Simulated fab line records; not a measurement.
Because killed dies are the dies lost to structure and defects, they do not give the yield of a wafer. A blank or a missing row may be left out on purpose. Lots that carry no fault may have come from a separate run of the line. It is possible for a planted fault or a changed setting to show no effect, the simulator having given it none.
Problem report, 8D (eight disciplines) form, completed by code -- flow berkeleyCmos170 -- the parts of the form that need people (team, actions taken, sign-off) are left out

== 1. WHAT IS WRONG ==
Mean ACTIVE_OXIDE_THK at UCB170_ACTIVE_THK_MEAS_03: 23.4 nm over 6 wafers in 2 lots; fault-free wafers: 26.5 nm, standard deviation 0.42. Measured from the usual mean, that is -7.3 standard deviations.
First observed at day 4 22:01: wafer L244.1, on filmMetro-04. At this step, 42 wafers from 14 lots have a number in the record. Rule for "out", or "out of limits": more than 4 standard deviations from the usual mean. The other wafers with a number count as sound.

== 2. WHAT IT IS AND WHAT IT IS NOT ==
question,is,is not
which readings at this step,ACTIVE_OXIDE_THK,-
which lots,"L244, L245","L239, L240, L241, L242, L243, L254, L256, L257, L258, L259, L261, L262"
which wafers of those lots,all that have a number,-
read on which gauges,"filmMetro-01, filmMetro-04",filmMetro-03
when,from day 4 22:01,"up to then (15 sound wafers); but 21 sound wafers of L254, L256, L257, L258, L259, L261, L262 came after"

== 3. SUSPECTS, AND WHAT RULES EACH OUT ==
Counting: any tool at a process step up to the reading is kept as a suspect provided that every lot that is out went through it and no sound lot did after the first of them.
- the gauge at UCB170_ACTIVE_THK_MEAS_03: ruled out. 2 gauges (filmMetro-01, filmMetro-04) read the wafers that are out.
- furnace-02 at UCB170_ACTIVE_OXIDATION_02 (target thk 26.4 nm, ox time 1260 s): ruled out as a lasting fault. Sound lots L262 ran on it after its first lot that is out, L244 (day 4 20:40).
Left after counting: nothing in the record.

== 4. THE CAUSE (what the simulator had put in) ==
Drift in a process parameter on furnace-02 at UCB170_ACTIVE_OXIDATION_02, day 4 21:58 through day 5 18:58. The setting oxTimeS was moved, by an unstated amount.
The count ruled it out by mistake, since the rule takes a fault to strike every lot its tool runs from the start of the fault on, and this one did not do so.

== 5. THE EFFECT CHAIN, in route order ==
Each row: a reading whose mean over the struck wafers that have a number lies more than 3 standard deviations from the usual. Only readings whose record carries a usual standard deviation are examined. hours: median over the lots of the time between each lot's start at the first step of this table that gives one and its start at this step. sigmas: the change, counted in usual standard deviations.
hours,step,reading,usual,on struck wafers,change,sigmas
0,UCB170_ACTIVE_THK_MEAS_03,ACTIVE_OXIDE_THK,26.5 nm,23.4,-3.1,-7.3
At these later measuring or inspecting steps, every struck wafer for which the step has a row has a number for every such reading, and none has moved that far: UCB170_ACTIVE_OVL_MEAS_14, UCB170_PFIELD_TW_MEAS_09.

== 6. WHAT WOULD HAVE CAUGHT IT SOONER ==
0 hours passed between the start of the fault at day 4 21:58 and the first reading out of limits at a measuring or inspecting step in this record, taken at day 4 22:01.
An alarm limit of 4 standard deviations would not have fired on the tool readings at UCB170_ACTIVE_OXIDATION_02 for which the record gives a usual standard deviation, since none of them was out on any struck wafer.
